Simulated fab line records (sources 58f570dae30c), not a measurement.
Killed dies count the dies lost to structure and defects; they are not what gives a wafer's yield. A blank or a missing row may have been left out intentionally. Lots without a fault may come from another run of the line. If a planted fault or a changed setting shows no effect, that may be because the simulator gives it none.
A lot that was struck, set against a sound lot | flow berkeley cmos170 | 14 out of 331 route steps
Sound: wafers L569.2, L569.4, L569.5. Wafers L577.1, L577.4, L577.5 were the ones struck. The cause is named last.
Order at every step that has rows: each side's tool, ch and its chambers, its first start. Under that, the readings that differ: sound wafers | struck wafers | difference of the means | sigmas: that difference in standard deviations of wafers without a fault.
alike: a reading whose means differ by less than 2 such deviations, as well as words and numbers matching on both sides. not compared: withheld readings; readings where some wafer has no value; bounds like >300 that might hide an equal value; numbers whose values overlap and for which the record gives no deviation.
A row with sigmas, a row that says differs or no value, or rows on one side alone: a step with any of these is where the two part. Numbers that don't overlap but have no deviation are shown without sigmas and don't part them. A reading missing from all wafers of one side parts the sides only when that side holds two or more wafers.

first, 5 steps without rows for these wafers: UCB170_GATE_COAT_07 (resist thk 900 nm); UCB170_GATE_SOFTBAKE_08 (time 60 s); UCB170_GATE_EXPOSE_09 (exposes mask POLY, target cd 350 nm); UCB170_GATE_PEB_10; UCB170_GATE_DEVELOP_11 (develop time 45 s).
UCB170_GATE_CD_MEAS_12: the cd target is 350 nm.
  struck on cd sem-01, day 8 12:31; sound on cd sem-02, day 6 13:01
  alike: cd nm
UCB170_GATE_OVL_MEAS_13:
  struck on overlay-01, day 8 12:38; sound on overlay-02, day 6 13:07
  alike: GATE_OVL
UCB170_GATE_ETCH_14: etches BARC in N2/H2.
  sound on rie diel-02 ch 0,2, day 6 13:09; struck on rie diel-02 ch 0,1,2, day 8 12:41
  alike: bias w, drypump motor current A, oes product au, rf fwd power W, throttle valve pct
UCB170_GATE_ETCH_15: etches poly-Si in HBr/Cl2, stops on SiO2, time 56.3 s, target depth 278.2 nm.
  sound on rie si-02 ch 2,3, day 6 13:12; struck on rie si-02 ch 0,2,3, day 8 12:43
  reading               | sound             | struck            | difference | sigmas
  oes product au (a.u.) | 0.819 0.796 0.789 | 0.808 0.844 0.866 | +0.038     | +2
  alike: bias w, drypump motor current A, rf fwd power W, throttle valve pct
  not compared: rf hours counter h
UCB170_GATE_STRIP_16: strips in O2.
  sound on plasma asher-03 ch 0,1, day 6 13:14; struck on plasma asher-01 ch 0, day 8 12:46
  alike: drypump motor current A, oes product au
  not compared: rf hours counter h
UCB170_GATE_CD_MEAS_90: the cd target is 350 nm.
  struck on cd sem-01, day 8 12:52; sound on cd sem-02, day 6 13:22
  alike: cd nm
then, 1 step without rows for these wafers: UCB170_GATE_CLEAN_17 (cleans in SPM, time 600 s).
UCB170_PLDD_HMDS_00: prime time 60 s.
  sound on litho track-01 ch 0, day 6 14:26; struck on litho track-04 ch 0, day 8 13:26
  reading          | sound             | struck            | difference | sigmas
  prime temp c (C) | 99.87 99.95 99.84 | 98.27 98.17 98.27 | -1.65      | -14
  alike: exhaust pa
then, 1 step without rows for these wafers: UCB170_PLDD_COAT_01 (resist thk 900 nm).

== WHERE THEY PART ==
Earliest at UCB170_GATE_ETCH_15; latest, in this record, at UCB170_PLDD_HMDS_00.

WHY: the cause the simulator had injected
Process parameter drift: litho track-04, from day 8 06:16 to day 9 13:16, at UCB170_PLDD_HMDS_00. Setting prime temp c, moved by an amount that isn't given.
